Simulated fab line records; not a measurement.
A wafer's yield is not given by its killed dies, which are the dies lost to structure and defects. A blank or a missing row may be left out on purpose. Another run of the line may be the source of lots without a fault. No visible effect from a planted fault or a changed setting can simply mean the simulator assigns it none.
Lot-split experiment + flow rit cmos + route with 202 steps; 5 lots, 23 wafers read

== THE SPLIT ITSELF ==
At RIT_NLDD_SOFTBAKE_02 (time 60 s), the setting temp c was moved away from the recipe's 90 C on 9 of the 23 wafers read, by -3.6% to +2.9%. For the rest of the wafers, this setting stayed at what the recipe calls for.

== FROM THE SPLIT TO THE READING: what the file shows between them, 2 steps ==
- RIT_NLDD_EXPOSE_03: exposes mask M7, target cd 40700 nm
- RIT_NLDD_PEB_04

== THE READING ==
NOVOLAK_of_NLDD_COAT_01.thk nm (the simulator's own value, which no gauge read), in nm, at RIT_NLDD_DEVELOP_05 (develop time 50 s). The file gives no usual value for it. Here, 14 wafers ran the recipe; their average is 994.0 nm with a standard deviation of 3 nm.

| wafer  | tool, chamber at the split | temp c as run, C | against the recipe | NOVOLAK_of_NLDD_COAT_01.thk nm, nm | against lot-mates on the recipe |
|--------|----------------------------|------------------|--------------------|------------------------------------|---------------------------------|
| L074.1 | litho track-03, 0          | 87.76            | -2.5%              | 998.7                              | +7.8                            |
| L074.2 | litho track-03, 0          | 90               | recipe             | 991.5                              | -                               |
| L074.4 | litho track-03, 0          | 90               | recipe             | 990.4                              | -                               |
| L074.5 | litho track-03, 0          | 87.76            | -2.5%              | 996.9                              | +5.9                            |
| L074.6 | litho track-03, 0          | 87.76            | -2.5%              | 999                                | +8.0                            |
| L078.1 | litho track-03, 0          | 90               | recipe             | 987.6                              | -                               |
| L078.2 | litho track-03, 0          | 86.75            | -3.6%              | 999.5                              | +10.6                           |
| L078.5 | litho track-03, 0          | 86.75            | -3.6%              | 999.5                              | +10.6                           |
| L078.3 | litho track-03, 0          | 90               | recipe             | 990.1                              | -                               |
| L078.4 | litho track-03, 0          | 86.75            | -3.6%              | 1000                               | +11.1                           |
| L081.4 | litho track-01, 0          | 90               | recipe             | 996                                | -                               |
| L081.5 | litho track-01, 0          | 90               | recipe             | 995.5                              | -                               |
| L081.6 | litho track-01, 0          | 90               | recipe             | 995.7                              | -                               |
| L082.1 | litho track-01, 0          | 90               | recipe             | 999.8                              | -                               |
| L082.3 | litho track-01, 0          | 92.64            | +2.9%              | 993.4                              | -4.1                            |
| L082.4 | litho track-01, 0          | 90               | recipe             | 995.1                              | -                               |
| L082.5 | litho track-01, 0          | 92.64            | +2.9%              | 988                                | -9.5                            |
| L082.6 | litho track-01, 0          | 92.64            | +2.9%              | 989                                | -8.5                            |
| L083.1 | litho track-04, 0          | 90               | recipe             | 994.5                              | -                               |
| L083.2 | litho track-04, 0          | 90               | recipe             | 994.3                              | -                               |
| L083.3 | litho track-04, 0          | 90               | recipe             | 995.3                              | -                               |
| L083.4 | litho track-04, 0          | 90               | recipe             | 995                                | -                               |
| L083.5 | litho track-04, 0          | 90               | recipe             | 995.7                              | -                               |

FIT RESULTS
A straight line over all 23 wafers: NOVOLAK_of_NLDD_COAT_01.thk nm changes by -1.5 nm for each +1% of temp c; r = -0.74; the points scatter about the line by 2.6 nm.
The same after taking each lot's own level away (the mean of its wafers on the recipe; 23 wafers): -2.79 nm for each +1%; r = -0.97; scatter 1.3 nm.
The reading moves by 10 nm for the largest change in temp c, on that fit.
Across the lots, their own levels run from 988.85 to 997.45 nm, a range of 2.9 times the standard deviation given above.
So the lot-to-lot level blurs the effect unless lot-mates are compared.
Check: for one of the wafers moved furthest among these (-3.6%), held out of the fit, the line's prediction against its lot-mates is +10.3 nm. It came out at +10.6 nm against them.

== OTHER SPLITS APPLIED TO THESE WAFERS ==
These wafers also went through other splits before the reading. Each is held against what the fit with the lots' levels taken away leaves over:
| other split on the same wafers  | wafers away from the commonest value | r with NOVOLAK_of_NLDD_COAT_01.thk nm (lot level and that fit taken away) |
|---------------------------------|--------------------------------------|---------------------------------------------------------------------------|
| RIT_ACTIVE_CVD_03 time s        | 13                                   | +0.10                                                                     |
| RIT_ACTIVE_CLEAN_15 time s      | 13                                   | -0.03                                                                     |
| RIT_FOX2_OXIDATION_00 temp c    | 10                                   | +0.11                                                                     |
| RIT_NWELL_COAT_01 resist thk nm | 7                                    | -0.06                                                                     |
| RIT_NWELL_IMPLANT_08 dose cm2   | 9                                    | -0.13                                                                     |
| RIT_PWELL_SOFTBAKE_02 temp c    | 8                                    | +0.01                                                                     |
| RIT_PWELL_STRIP_09 o2 flow sccm | 9                                    | -0.01                                                                     |
| RIT_PRETRO_IMPLANT_08 dose cm2  | 9                                    | -0.11                                                                     |
| RIT_GATE_COAT_11 resist thk nm  | 9                                    | -0.28                                                                     |

== THE FILE'S OWN FIT ==
NOVOLAK_of_NLDD_COAT_01.thk nm changes by -2.83 nm for each +1% of temp c, r = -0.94.
